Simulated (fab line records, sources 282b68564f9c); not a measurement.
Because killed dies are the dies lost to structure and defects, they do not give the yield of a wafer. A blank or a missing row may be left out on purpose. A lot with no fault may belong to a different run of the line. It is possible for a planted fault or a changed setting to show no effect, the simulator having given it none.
A lot that was struck, set against a sound lot -- flow rit-cmos -- 16 steps out of a route of 202
Sound: the wafers L984.1, L984.3, L984.5. Wafers L988.3, L988.5, L988.6 were the ones struck. The cause comes at the end.
Each step with rows lists, per side, the tool, then ch with its chambers, then its first start. Under that, the readings that differ: sound wafers -- struck wafers -- difference of the means -- sigmas: that difference in standard deviations of wafers without a fault.
alike: a reading whose means differ by less than 2 such deviations, as well as words and numbers matching on both sides. not compared: withheld readings; readings where some wafer has no value; bounds like >300 that might hide an equal value; numbers whose values overlap and for which the record gives no deviation.
A row with sigmas, a row that says differs or no value, or rows on one side alone: a step with any of these is where the two part. When numbers do not overlap yet have no deviation, they are printed without sigmas and do not part them. A reading missing from all wafers of one side parts the sides only when that side holds two or more wafers.

first, 4 steps without rows for these wafers: RIT_ACTIVE_SOFTBAKE_07 (time 60 s); RIT_ACTIVE_EXPOSE_08 (exposes mask M1, target cd 1400 nm); RIT_ACTIVE_PEB_09; RIT_ACTIVE_DEVELOP_10 (develop time 50 s).
RIT_ACTIVE_CD_MEAS_11 targets a cd of 1400 nm.
  sound: cd-sem-02 at day 1 21:44; struck: cd-sem-01 at day 2 15:29
  alike: cd-nm
then, 1 step without rows for these wafers: RIT_ACTIVE_HARDBAKE_12 (time 60 s).
RIT_ACTIVE_ETCH_13: etches Si3N4 in SF6, stops on SiO2, time 210 s, target depth 210 nm.
  sound on rie-diel-01 ch 1,2, day 1 22:00; struck on rie-diel-02 ch 1,2, day 2 15:56
  alike: drypump-motor-current-A, oes-product-au, rf-fwd-power-W, throttle-valve-pct
  not compared: rf-hours-counter-h
RIT_ACTIVE_STRIP_14: strips in O2, time 180 s.
  sound on plasma-asher-02 ch 0,1, day 1 22:08; struck on plasma-asher-02 ch 0,1, day 2 16:08
  alike: drypump-motor-current-A
  not compared: rf-hours-counter-h
RIT_ACTIVE_CD_MEAS_90 targets a cd of 1400 nm.
  sound: cd-sem-02 at day 1 22:19; struck: cd-sem-02 at day 2 16:17
  alike: cd-nm
then, 3 steps without rows for these wafers: RIT_ACTIVE_CLEAN_15 (cleans in SC1, time 600 s); RIT_ACTIVE_CLEAN_16 (cleans in dHF, time 30 s); RIT_ACTIVE_CLEAN_17 (cleans in SC2, time 600 s).
RIT_FOX1_OXIDATION_00: target thk 350.7 nm, ox time 1130 s.
  sound on furnace-01 ch 0, day 1 23:59; struck on furnace-04 ch 0, day 2 18:03
reading,sound,struck,difference,sigmas
model.SiO2_of_FOX1_OXIDATION_00.thk-nm (nm),368.9 366.4 367.4,391.1 384.6 386.6,+19.9,
  alike: spike-tc-load-C, zone-power-source-pct
RIT_FOX1_THK_MEAS_01:
  sound: film-metro-04 at day 2 01:18; struck: film-metro-01 at day 2 19:23
reading,sound,struck,difference,sigmas
FOX1_OXIDE_THK (nm),369 367 368,391 384 387,+19,+3
then, 1 step without rows for these wafers: RIT_FOX1_WET_ETCH_02 (etches SiO2 in BOE, target depth 350 nm, time 390 s).
-- the record jumps here: 2 days lie between the struck wafers' starts before and after (it left off in module FOX1 and takes up again in module M1, whose first step shown is number 202 of the route) --
RIT_M1_PROBE_99:
  sound: prober-02 at day 3 21:15; struck: prober-01 at day 4 22:40
reading,sound,struck,difference,sigmas
model.etest.nldd.width-nm (nm),3166 3184 3178,3101 3126 3127,-58,
model.etest.pldd.width-nm (nm),3171 3181 3170,3107 3119 3135,-54,
model.etest.pplus-sal.width-nm (nm),3417 3446 3428,3414 3400 3414,-21,
model.etest.nplus-sal.width-nm (nm),3437 3453 3426,3393 3401 3406,-39,
  alike: killed_at_M0_to_M3, killed-at-contacts, killed-at-front-end, killed-dies, killed-on-rim, killed-open, killed-short
  not compared: model.etest.poly-comb-over-steps.leak-log10-a-um

WHERE THEY PART
RIT_FOX1_THK_MEAS_01 only, going by this record. Later steps at which nothing parts them and some readings are alike: RIT_M1_PROBE_99.

WHY: what had been put in by the simulator
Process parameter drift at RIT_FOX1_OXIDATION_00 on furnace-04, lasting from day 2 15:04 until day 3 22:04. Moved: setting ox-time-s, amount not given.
